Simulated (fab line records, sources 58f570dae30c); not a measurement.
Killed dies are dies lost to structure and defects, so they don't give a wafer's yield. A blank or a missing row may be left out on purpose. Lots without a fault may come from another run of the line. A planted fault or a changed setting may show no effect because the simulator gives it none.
Which tool did it? | flow berkeley_cmos170 | 15 lots, 45 wafers sampled, at 3 steps of a route of 331

WHAT THE GAUGES READ, wafer by wafer
UCB170_PWELL_OVL_MEAS_13. Usual: PWELL_OVL -3 nm, standard deviation 4.7.
lot  | measured    | on         | PWELL_OVL (nm) | flag
L226 | day 3 09:07 | overlay-02 | -5 -1 -8       |
L228 | day 3 18:14 | overlay-01 | -9 -3 -1       |
L230 | day 4 03:55 | overlay-02 | -6 0 0         |
L229 | day 4 04:33 | overlay-01 | 8 7 0          |
L232 | day 4 15:00 | overlay-02 | -6 -3 6        |
L231 | day 4 15:11 | overlay-02 | -1 -12 -4      |
L235 | day 5 06:01 | overlay-01 | -6 -1 -6       |
L234 | day 5 06:06 | overlay-01 | -1 0 0         |
L237 | day 5 15:24 | overlay-02 | -7 -5 -5       |
L240 | day 6 06:40 | overlay-02 | -8 -8 -8       |
L243 | day 6 19:32 | overlay-02 | 2 6 0          |
L242 | day 6 19:38 | overlay-01 | 0 -1 1         |
L244 | day 7 06:01 | overlay-01 | -7 -1 -4       |
L246 | day 7 17:14 | overlay-01 | -3 -11 -6      |
L248 | day 7 23:19 | overlay-02 | -11 -5 -6      |

UCB170_V1_OVL_MEAS_13. Usual: V1_OVL 2 nm, standard deviation 5.
lot  | measured     | on         | V1_OVL (nm) | flag
L226 | day 7 19:29  | overlay-02 | 3 7 4       |
L228 | day 8 02:09  | overlay-02 | 0 -6 -3     |
L230 | day 8 20:45  | overlay-02 | 0 1 9       |
L229 | day 8 20:29  | overlay-02 | 1 5 1       |
L232 | day 9 03:45  | overlay-02 | 4 1 -2      |
L231 | day 9 03:40  | overlay-01 | -2 0 2      |
L235 | day 9 23:08  | overlay-01 | 0 -3 0      |
L234 | day 9 22:53  | overlay-02 | 5 6 0       |
L237 | day 10 08:49 | overlay-02 | 5 7 2       |
L240 | day 11 01:46 | overlay-01 | 10 6 11     |
L243 | day 11 16:31 | overlay-01 | -1 4 -1     |
L242 | day 11 16:14 | overlay-01 | 5 1 -4      |
L244 | day 11 16:41 | overlay-02 | -5 -2 5     |
L246 | day 12 06:13 | overlay-01 | 1 10 -3     |
L248 | day 12 06:28 | overlay-02 | 0 1 4       |

WHICH TOOL RAN EACH LOT (tool, then ch and the chambers of the sampled wafers, then the start)
lot  | UCB170_V1_CLEAN_05
L226 | wet_bench-01 ch 0, day 7 17:59
L228 | wet_bench-02 ch 3, day 8 00:52
L230 | wet_bench-03 ch 1, day 8 19:13
L229 | wet_bench-03 ch 1, day 8 19:13
L232 | wet_bench-02 ch 1, day 9 01:11
L231 | wet_bench-02 ch 3, day 9 01:11
L235 | wet_bench-03 ch 3, day 9 21:20
L234 | wet_bench-03 ch 1, day 9 21:20
L237 | wet_bench-01 ch 1, day 10 06:45
L240 | wet_bench-01 ch 2, day 11 00:19
L243 | wet_bench-03 ch 3, day 11 14:56
L242 | wet_bench-03 ch 0, day 11 14:56
L244 | wet_bench-03 ch 3, day 11 15:17
L246 | wet_bench-01 ch 3, day 12 04:35
L248 | wet_bench-01 ch 0, day 12 04:53
- UCB170_V1_CLEAN_05: cleans in DIW.

WHAT THE TOOLS THEMSELVES READ (means of the sampled wafers that have a number; where no wafer has one, the mark that the record gives instead)
The record holds no such reading with a usual standard deviation.

THE ANSWER, worked out from the rows above alone
Rule: a lot is off if the mean of its wafers that have a number lies more than 3 standard deviations from the usual mean. A lot without any number at a reading at which 4 lots or more have one is off too. The other lots that the step has rows for count as sound. The gauges are gone through in route order, then the tools' own readings, and for those a lot's mean is taken as printed above. The first step at which some lot is off is used, and at that step the reading that is off furthest; a lot without a number counts as furthest.
No lot is off at any reading shown: from this, nothing can be told.

WHAT THE SIMULATOR HAD PUT IN
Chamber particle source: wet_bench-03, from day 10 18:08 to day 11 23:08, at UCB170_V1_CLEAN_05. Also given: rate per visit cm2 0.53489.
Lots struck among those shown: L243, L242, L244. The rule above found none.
